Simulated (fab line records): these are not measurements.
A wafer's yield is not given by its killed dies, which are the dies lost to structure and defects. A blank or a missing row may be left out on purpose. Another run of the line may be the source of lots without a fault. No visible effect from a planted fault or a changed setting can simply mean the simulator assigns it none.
Split-lot trial    flow rit cmos    route with 202 steps; 5 lots, 23 wafers read

## ABOUT THE SPLIT
At RIT_M1_METAL_ETCH_12 (etches Al in Cl2/BCl3, stops on SiO2, time 165 s, target depth 600 nm), the setting rf w was moved away from the recipe's 250 W on 7 of the 23 wafers read, by -3.2% to +7.7%. The other wafers ran this setting at the recipe's value.

The reading comes from the split's own step.

## THE READING
NOVOLAK_of_M1_COAT_04.thk nm (the simulator's own value, which no gauge read), in nm, at RIT_M1_METAL_ETCH_12 (etches Al in Cl2/BCl3, stops on SiO2, time 165 s, target depth 600 nm). The file gives no usual value for it. Across the 16 wafers here that went through the recipe, the average is 808.6 nm and the standard deviation 5.3 nm.

wafer   tool, chamber at the split  rf w as run, W  against the recipe  NOVOLAK_of_M1_COAT_04.thk nm, nm  against lot-mates on the recipe
L074.1  rie metal-02, 0             241.9           -3.2%               829.7                             +13.0
L074.3  rie metal-02, 1             241.9           -3.2%               833.8                             +17.1
L074.4  rie metal-02, 0             241.9           -3.2%               826.4                             +9.7
L074.5  rie metal-02, 0             250             recipe              814.2                             -
L074.6  rie metal-02, 1             250             recipe              819.2                             -
L077.1  rie metal-02, 1             250             recipe              810.8                             -
L077.2  rie metal-02, 0             258.7           +3.5%               794.8                             -13.0
L077.3  rie metal-02, 1             250             recipe              811.3                             -
L077.4  rie metal-02, 0             250             recipe              801.3                             -
L077.5  rie metal-02, 1             258.7           +3.5%               791.2                             -16.6
L082.1  rie metal-04, 0             250             recipe              805.6                             -
L082.2  rie metal-04, 1             250             recipe              799.1                             -
L082.3  rie metal-04, 0             250             recipe              805.4                             -
L082.4  rie metal-04, 1             250             recipe              805.8                             -
L082.6  rie metal-04, 0             250             recipe              806                               -
L083.1  rie metal-02, 0             250             recipe              805                               -
L083.5  rie metal-02, 0             250             recipe              805.1                             -
L083.6  rie metal-02, 1             250             recipe              808.4                             -
L085.1  rie metal-04, 1             250             recipe              811                               -
L085.2  rie metal-04, 0             250             recipe              816.9                             -
L085.3  rie metal-04, 0             269.3           +7.7%               796.9                             -16.7
L085.4  rie metal-04, 1             250             recipe              812.8                             -
L085.5  rie metal-04, 0             269.3           +7.7%               795.4                             -18.2

THE FIT
A straight line over all 23 wafers: NOVOLAK_of_M1_COAT_04.thk nm changes by -3.06 nm for each +1% of rf w; r = -0.77; the points scatter about the line by 7.2 nm.
The same after taking each lot's own level away (the mean of its wafers on the recipe; 23 wafers): -2.9 nm for each +1%; r = -0.91; scatter 3.8 nm.
The reading moves by 22 nm for the largest change in rf w, on that fit.
From 804.38 to 816.70 nm: that is the span of the lots' own levels, equal to 2.3 times the standard deviation above.
So the lot-to-lot level blurs the effect unless lot-mates are compared.
Check: -24.7 nm against its lot-mates is what the line predicts for one of the wafers moved furthest among these (+7.7%) when that wafer is left out of the fit. It came out at -16.7 nm against them.

## THESE WAFERS: OTHER SPLITS
Note: prior to the reading, these wafers also went through further splits. Each is held against what the fit with the lots' levels taken away leaves over:
other split on the same wafers         wafers away from the commonest value  r with NOVOLAK_of_M1_COAT_04.thk nm (lot level and that fit taken away)
RIT_NLDD_COAT_01 resist thk nm         10                                    +0.35
RIT_PLDD_COAT_01 spin rpm              9                                     -0.01
RIT_PLDD_IMPLANT_08 energy kev         7                                     +0.28
RIT_SPACER_ETCHBACK_05 time s          8                                     -0.03
RIT_NSD_IMPLANT_08 dose cm2            5                                     +0.23
RIT_CONTACT_DEVELOP_07 develop time s  8                                     -0.27
RIT_M1_EXPOSE_06 dose mj               6                                     -0.03

## THE FILE'S OWN FIT
NOVOLAK_of_M1_COAT_04.thk nm changes by -2.79 nm for each +1% of rf w, r = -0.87.
